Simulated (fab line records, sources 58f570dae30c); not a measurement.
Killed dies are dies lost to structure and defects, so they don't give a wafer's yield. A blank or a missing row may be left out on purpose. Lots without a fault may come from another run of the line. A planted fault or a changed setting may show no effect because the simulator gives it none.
A struck lot beside a sound one | flow berkeley_cmos170 | 17 steps out of a route of 331
Sound: wafers L610.1, L610.4, L610.5. Struck: wafers L620.1, L620.4, L620.6. The cause comes at the end.
At each step with rows: each side's tool, then ch and its chambers, then its first start. Under that, the readings that differ: sound wafers | struck wafers | difference of the means | sigmas: that difference in standard deviations of wafers without a fault.
alike: readings whose means differ by less than 2 such deviations, and words and numbers that are the same on both sides. not compared: withheld readings, readings that some wafer has no value for, bounds like >300 that may hide the same value, and numbers for which the record gives no deviation and whose values overlap.
The two part at a step that has a row with sigmas, a row that says differs or no value, or rows on one side only. Numbers that don't overlap but have no deviation are shown without sigmas and don't part them. A reading that every wafer of one side lacks parts them only if that side has two wafers or more.

UCB170_GATE_THK_MEAS_02:
  sound on film_metro-03, day 5 04:30; struck on film_metro-01, day 8 03:25
  alike: GATE_OXIDE_THK
then, 2 steps without rows for these wafers: UCB170_GATE_ANNEAL_03 (time 1800 s); UCB170_GATE_CVD_04 (deposits poly-Si from SiH4, time 1440 s, target thk 214 nm).
UCB170_GATE_THK_MEAS_05:
  sound on film_metro-02, day 5 09:31; struck on film_metro-02, day 8 09:55
  alike: GATE_POLY_THK
then, 6 steps without rows for these wafers: UCB170_GATE_COAT_06; UCB170_GATE_COAT_07 (resist thk 900 nm); UCB170_GATE_SOFTBAKE_08 (time 60 s); UCB170_GATE_EXPOSE_09 (exposes mask POLY, target cd 350 nm); UCB170_GATE_PEB_10; UCB170_GATE_DEVELOP_11 (develop time 45 s).
UCB170_GATE_CD_MEAS_12: target cd 350 nm.
  sound on cd_sem-02, day 5 10:33; struck on cd_sem-02, day 8 10:56
  reading    | sound             | struck            | difference | sigmas
  cd_nm (nm) | 350.9 350.8 350.2 | 347.6 347.5 347.8 | -3.0       | -2
UCB170_GATE_OVL_MEAS_13:
  sound on overlay-01, day 5 10:40; struck on overlay-01, day 8 11:03
  alike: GATE_OVL
UCB170_GATE_ETCH_14: etches BARC in N2/H2.
  sound on rie_diel-02 ch 1,2,3, day 5 10:43; struck on rie_diel-02 ch 0,2,3, day 8 11:05
  no value came back on the struck wafers for any of 5 readings (bias_w (W), chamber_pressure_mTorr (mTorr) and others); on the sound wafers bias_w (W) reads 100.1 100.3 99.6
UCB170_GATE_ETCH_15: etches poly-Si in HBr/Cl2, stops on SiO2, time 56.3 s, target depth 278.2 nm.
  sound on rie_si-01 ch 0,1,2, day 5 10:45; struck on rie_si-02 ch 0,1, day 8 11:08
  reading               | sound             | struck            | difference | sigmas
  oes_product_au (a.u.) | 0.826 0.813 0.823 | 0.282 0.267 0.255 | -0.553     | -33
  alike: HBr_flow_sccm, bias_w, drypump_motor_current_A, throttle_valve_pct
  not compared: rf_hours_counter_h
UCB170_GATE_STRIP_16: strips in O2.
  sound on plasma_asher-04 ch 0,1, day 5 10:48; struck on plasma_asher-03 ch 0,1, day 8 11:11
  alike: drypump_motor_current_A, oes_product_au
  not compared: rf_hours_counter_h
UCB170_GATE_CD_MEAS_90: target cd 350 nm.
  sound on cd_sem-02, day 5 10:54; struck on cd_sem-02, day 8 11:17
  reading    | sound             | struck | difference                    | sigmas
  cd_nm (nm) | 350.5 349.1 350.6 | - - -  | no value on the struck wafers |
then, 1 step without rows for these wafers: UCB170_GATE_CLEAN_17 (cleans in SPM, time 600 s).

WHERE THEY PART
First at UCB170_GATE_CD_MEAS_12; last, within this record, at UCB170_GATE_CD_MEAS_90.

WHY: what the simulator had put in
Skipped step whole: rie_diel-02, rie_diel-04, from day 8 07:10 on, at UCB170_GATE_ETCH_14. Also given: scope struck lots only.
